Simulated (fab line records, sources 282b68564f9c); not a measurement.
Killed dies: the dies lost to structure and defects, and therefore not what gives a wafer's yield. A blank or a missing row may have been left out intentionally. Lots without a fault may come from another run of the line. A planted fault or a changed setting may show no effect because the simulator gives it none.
fab line records    flow rit-cmos
record lots=14  wafers=42  last-day=7
route steps=202 shown GATE@75 M1@202
lots untouched by any fault: they come from a run of this same line in which no faults occurred
start-h: start of the lot's first displayed wafer, in hours after the record's first day    wait-h: hours from the lot's prior step to this one    " identical to the entry in the row above    L1.1+2: several wafers, shown together as one row    - either no value or no given start    * or withheld: withheld    < > ~ a bound
route shown NAME@n: a module of which the file shows steps, and the number in the route of the first    usual: the fault-free wafers' mean and standard deviation    same: alike in all rows    chamber/n: place in a boat    sites: per-site readings    _std_site: the values' standard deviation    _edge_site: the outer-site mean with the inner-site mean subtracted    radius-mm: how far each site lies from the wafer's centre    mask NAME#n: copy n    behind: the most recent tool/chamber to have shaped the wafer    hold: why the lot went on hold/how many hours it stayed there/how the hold came to an end    device: the transistor (n, p or np) that didn't switch    end of line: the tests these same wafers got at the end of their route    for a step that has no rows: nothing shown but its recipe    killed: dies lost to structure and defects at the first sort, not the wafer's yield    map: a wafer's dies, marking killed ones x, the rest . and places with no die _
set.NAME: the setting the step ran with; set.NAME@STEP: the setting that earlier step ran with    model.NAME: the simulator's own value behind a step, which no gauge read
the route's steps for a sample of lots (tables are steps, rows are wafers)
## steps
# step RIT_GATE_WET_ETCH_00
# recipe chemistry=BOE  target=SiO2  target-depth-nm=56  time-s=60  dry=n2-spin  dilution=10:1  temp-c=21.5
lot.wafer   tool          chamber  start-h  wait-h
L584.3+4+5  wet-bench-03  2        32.27    0.0
L587.1+2+5  wet-bench-02  2        47.21    0.1
L588.1+3+6  wet-bench-02  1        51.45    0.1
L589.1+3+6  wet-bench-03  0        57.76    0.1
L590.1+3+6  wet-bench-04  1        61.81    0.1
L591.3+4+6  wet-bench-04  3        67.16    0.0
L592.3+4+6  wet-bench-02  2        72.19    0.0
L594.2+4+5  wet-bench-02  1        80.92    0.0
L596.1+3+6  wet-bench-04  1        91.41    0.1
L597.3+4+5  wet-bench-02  2        96.21    0.0
L598.1+2+3  wet-bench-04  2        101.33   0.1
L604.4+5+6  wet-bench-03  1        133.74   0.1
L605.3+5+6  wet-bench-03  3        137.49   0.0
L606.1+4+5  wet-bench-03  0        141.18   0.1
# step RIT_M1_PROBE_99
# usual killed_at_M0_to_M3=0.0/0.14  killed-at-contacts=0.0/0.16  killed-at-front-end=7/3  killed-dies=7/3  killed-on-rim=1.8/1.3  killed-open=3.5/2  killed-short=3.6/2.1
# same gross-dies=264  killed_at_M4_up=0  killed-at-back-side=0  killed-at-other=0
lot.wafer  tool       chamber  start-h  wait-h  killed_at_M0_to_M3  killed-at-contacts  killed-at-front-end  killed-dies  killed-on-rim  killed-open  killed-short
L584.3     prober-01  -        58.71    0.2     0                   0                   5                    5            1              4            1
L584.4     prober-01  -        58.76    0.2     0                   0                   5                    5            2              4            1
L584.5     prober-01  -        58.81    0.2     0                   0                   2                    2            0              1            1
L587.1     prober-02  -        73.57    0.1     0                   1                   10                   11           1              3            8
L587.2     prober-02  -        73.62    0.1     0                   0                   5                    5            1              2            3
L587.5     prober-02  -        73.77    0.2     0                   0                   9                    9            3              4            5
L588.1     prober-01  -        75.97    0.1     0                   0                   6                    6            2              2            4
L588.3     prober-01  -        76.07    0.2     0                   0                   4                    4            0              3            1
L588.6     prober-01  -        76.22    0.2     0                   0                   6                    6            1              3            3
L589.1     prober-02  -        83.44    0.1     0                   0                   7                    7            1              4            3
L589.3     prober-02  -        83.54    0.2     0                   0                   7                    7            0              3            4
L589.6     prober-02  -        83.69    0.2     0                   0                   3                    3            1              0            3
L590.1     prober-01  -        86.29    0.1     0                   0                   5                    5            1              0            5
L590.3     prober-01  -        86.39    0.2     0                   0                   5                    5            3              2            3
L590.6     prober-01  -        86.54    0.2     0                   0                   9                    9            2              5            4
L591.3     prober-02  -        92.84    0.2     0                   0                   5                    5            2              2            3
L591.4     prober-02  -        92.89    0.2     0                   0                   6                    6            1              3            3
L591.6     prober-02  -        92.99    0.2     0                   0                   9                    9            1              4            5
L592.3     prober-01  -        99.54    0.2     0                   0                   8                    8            2              3            5
L592.4     prober-01  -        99.59    0.2     0                   0                   6                    6            0              6            0
L592.6     prober-01  -        99.69    0.2     0                   0                   5                    5            3              2            3
L594.2     prober-01  -        108.19   0.1     0                   0                   5                    5            0              3            2
L594.4     prober-01  -        108.29   0.2     0                   0                   12                   12           3              7            5
L594.5     prober-01  -        108.34   0.2     0                   0                   4                    4            1              2            2
L596.1     prober-01  -        118.89   0.1     0                   0                   34                   34           10             3            1
L596.3     prober-01  -        118.99   0.2     0                   0                   30                   30           9              3            3
L596.6     prober-01  -        119.14   0.2     0                   0                   34                   34           11             5            5
L597.3     prober-02  -        126.15   0.2     0                   0                   11                   11           5              5            6
L597.4     prober-02  -        126.20   0.2     0                   0                   3                    3            1              1            2
L597.5     prober-02  -        126.25   0.2     0                   0                   10                   10           4              3            7
L598.1     prober-01  -        128.99   0.1     1                   0                   35                   36           8              1            3
L598.2     prober-01  -        129.04   0.1     0                   1                   40                   41           9              5            5
L598.3     prober-01  -        129.09   0.2     0                   0                   38                   38           7              1            3
L604.4     prober-02  -        161.58   0.2     0                   0                   14                   14           2              6            8
L604.5     prober-02  -        161.63   0.2     0                   0                   4                    4            0              2            2
L604.6     prober-02  -        161.68   0.2     0                   0                   11                   11           2              6            5
L605.3     prober-01  -        167.58   0.2     0                   0                   6                    6            2              3            3
L605.5     prober-01  -        167.68   0.2     0                   0                   7                    7            3              2            5
L605.6     prober-01  -        167.73   0.2     0                   0                   5                    5            2              2            3
L606.1     prober-02  -        168.94   0.1     0                   0                   5                    5            1              3            2
L606.4     prober-02  -        169.09   0.2     0                   0                   11                   11           4              6            5
L606.5     prober-02  -        169.14   0.2     0                   0                   3                    3            1              1            2
# killed by level:class
L584.3 GATE:geometric-particle:open=3 GATE:geometric-particle:short=1 SPACER:geometric-particle:open=1
L584.4 FOX1:geometric-particle:open=3 FOX1:geometric-particle:short=1 GATE:geometric-particle:open=1
L584.5 FOX2:geometric-particle:short=1 FOX2:geometric-particle:open=1
L587.1 GATE:geometric-particle:short=4 REOX:geometric-particle:short=3 FOX1:geometric-particle:short=1 GATE:geometric-particle:open=1 REOX:geometric-particle:open=1 CONTACT:geometric-particle:open=1
L587.2 GATE:geometric-particle:short=3 GATE:geometric-particle:open=1 REOX:geometric-particle:open=1
L587.5 GATE:geometric-particle:short=2 FOX1:geometric-particle:open=1 FOX2:geometric-particle:short=1 FOX2:geometric-particle:open=1 GATE:geometric-particle:open=1 REOX:geometric-particle:open=1 SPACER:geometric-particle:short=1 SILICIDE:geometric-particle:short=1
L588.1 GATE:geometric-particle:short=2 FOX1:geometric-particle:open=1 GATE:geometric-particle:open=1 REOX:geometric-particle:short=1 SPACER:geometric-particle:short=1
L588.3 FOX1:geometric-particle:open=3 REOX:geometric-particle:short=1
L588.6 GATE:geometric-particle:short=2 SILICIDE:geometric-particle:open=2 FOX1:geometric-particle:open=1 FOX1:geometric-particle:short=1
L589.1 GATE:geometric-particle:short=2 FOX2:geometric-particle:open=1 GATE:geometric-particle:open=1 REOX:geometric-particle:short=1 REOX:geometric-particle:open=1 SPACER:geometric-particle:open=1
L589.3 REOX:geometric-particle:short=4 REOX:geometric-particle:open=2 FOX1:geometric-particle:open=1
L589.6 GATE:geometric-particle:short=2 SPACER:geometric-particle:short=1
L590.1 SILICIDE:geometric-particle:short=3 REOX:geometric-particle:short=2
L590.3 FOX1:geometric-particle:short=2 GATE:geometric-particle:open=1 REOX:geometric-particle:open=1 SILICIDE:geometric-particle:short=1
L590.6 SPACER:geometric-particle:open=3 FOX1:geometric-particle:short=1 GATE:geometric-particle:short=1 GATE:geometric-particle:open=1 REOX:geometric-particle:open=1 REOX:geometric-particle:short=1 SILICIDE:geometric-particle:short=1
L591.3 FOX1:geometric-particle:short=1 FOX2:geometric-particle:open=1 GATE:geometric-particle:short=1 REOX:geometric-particle:open=1 SPACER:geometric-particle:short=1
L591.4 FOX1:geometric-particle:open=2 FOX1:geometric-particle:short=1 FOX2:geometric-particle:short=1 GATE:geometric-particle:open=1 SPACER:geometric-particle:short=1
L591.6 FOX1:geometric-particle:short=2 SPACER:geometric-particle:open=2 FOX1:geometric-particle:open=1 REOX:geometric-particle:short=1 SPACER:geometric-particle:short=1 SILICIDE:geometric-particle:open=1 SILICIDE:geometric-particle:short=1
L592.3 GATE:geometric-particle:short=4 FOX1:geometric-particle:open=1 GATE:geometric-particle:open=1 SPACER:geometric-particle:short=1 SPACER:geometric-particle:open=1
L592.4 GATE:geometric-particle:open=2 SILICIDE:geometric-particle:open=2 FOX1:geometric-particle:open=1 SPACER:geometric-particle:open=1
L592.6 GATE:geometric-particle:short=2 SPACER:geometric-particle:open=1 SILICIDE:geometric-particle:open=1 SILICIDE:geometric-particle:short=1
L594.2 GATE:geometric-particle:short=2 GATE:geometric-particle:open=1 REOX:geometric-particle:open=1 SPACER:geometric-particle:open=1
L594.4 GATE:geometric-particle:open=4 GATE:geometric-particle:short=3 FOX1:geometric-particle:short=2 SILICIDE:geometric-particle:open=2 SPACER:geometric-particle:open=1
L594.5 GATE:geometric-particle:open=2 GATE:geometric-particle:short=1 SPACER:geometric-particle:short=1
L596.1 GATE:unspecified=30 SILICIDE:geometric-particle:open=2 FOX2:geometric-particle:open=1 SILICIDE:geometric-particle:short=1
L596.3 GATE:unspecified=24 GATE:geometric-particle:short=1 GATE:geometric-particle:open=1 SPACER:geometric-particle:short=1 SPACER:geometric-particle:open=1 SILICIDE:geometric-particle:short=1 SILICIDE:geometric-particle:open=1
L596.6 GATE:unspecified=24 GATE:geometric-particle:short=3 GATE:geometric-particle:open=3 FOX1:geometric-particle:open=2 FOX1:geometric-particle:short=1 FOX2:geometric-particle:short=1
L597.3 GATE:geometric-particle:short=5 FOX1:geometric-particle:open=1 FOX2:geometric-particle:open=1 FOX2:geometric-particle:short=1 GATE:geometric-particle:open=1 REOX:geometric-particle:open=1 SILICIDE:geometric-particle:open=1
L597.4 GATE:geometric-particle:short=1 SILICIDE:geometric-particle:short=1 SILICIDE:geometric-particle:open=1
L597.5 GATE:geometric-particle:short=2 REOX:geometric-particle:short=2 ACTIVE:geometric-particle:short=1 FOX1:geometric-particle:short=1 FOX2:geometric-particle:open=1 GATE:geometric-particle:open=1 SPACER:geometric-particle:open=1 SPACER:geometric-particle:short=1
L598.1 GATE:unspecified=32 FOX1:geometric-particle:short=1 GATE:geometric-particle:open=1 GATE:geometric-particle:short=1 M1:geometric-particle:short=1
L598.2 GATE:unspecified=31 FOX1:geometric-particle:open=4 GATE:geometric-particle:short=2 FOX1:geometric-particle:short=1 SILICIDE:geometric-particle:open=1 SILICIDE:geometric-particle:short=1 CONTACT:geometric-particle:short=1
L598.3 GATE:unspecified=34 GATE:geometric-particle:open=1 REOX:geometric-particle:short=1 SPACER:geometric-particle:short=1 SILICIDE:geometric-particle:short=1
L604.4 GATE:geometric-particle:short=4 SILICIDE:geometric-particle:open=3 FOX1:geometric-particle:open=2 FOX2:geometric-particle:short=2 FOX1:geometric-particle:short=1 GATE:geometric-particle:open=1 REOX:geometric-particle:short=1
L604.5 FOX1:geometric-particle:short=1 GATE:geometric-particle:short=1 GATE:geometric-particle:open=1 SILICIDE:geometric-particle:open=1
L604.6 SPACER:geometric-particle:short=4 FOX1:geometric-particle:open=2 GATE:geometric-particle:open=2 SPACER:geometric-particle:open=2 GATE:geometric-particle:short=1
L605.3 REOX:geometric-particle:short=2 SPACER:geometric-particle:open=2 FOX1:geometric-particle:open=1 GATE:geometric-particle:short=1
L605.5 SPACER:geometric-particle:open=2 SPACER:geometric-particle:short=2 FOX1:geometric-particle:short=1 GATE:geometric-particle:short=1 REOX:geometric-particle:short=1
L605.6 SILICIDE:geometric-particle:short=2 ACTIVE:geometric-particle:open=1 FOX1:geometric-particle:short=1 SPACER:geometric-particle:open=1
L606.1 ACTIVE:geometric-particle:open=1 FOX1:geometric-particle:open=1 REOX:geometric-particle:open=1 REOX:geometric-particle:short=1 SILICIDE:geometric-particle:short=1
L606.4 GATE:geometric-particle:short=2 REOX:geometric-particle:short=2 SPACER:geometric-particle:open=2 SILICIDE:geometric-particle:open=2 FOX2:geometric-particle:open=1 GATE:geometric-particle:open=1 SILICIDE:geometric-particle:short=1
L606.5 REOX:geometric-particle:short=1 REOX:geometric-particle:open=1 SPACER:geometric-particle:short=1
## key
first-sign step=RIT_M1_PROBE_99  reading=killed-dies  direction=up  sigmas=9.3  usual=7  struck=36
effect step=RIT_M1_PROBE_99  reading=killed-at-front-end  direction=up  sigmas=9.2  usual=7  struck=35
met-at RIT_GATE_WET_ETCH_00
struck-lots L596,L598
tester-left-out L596,L598
onset-between 67.16 91.41
fault kind=chamber-particle-source  tool=wet-bench-04  chamber=-  onset-h=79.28  steps=RIT_GATE_WET_ETCH_00  rate-per-visit-cm2=0.90541  end-h=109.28
# tester-left-out: of these lots the tester's yield and bins aren't shown, on N5 and GAA mostly nor the transistor test; their killed dies are dies lost to structure and defects alone, not to doping, threshold or leakage, so they don't give the yield
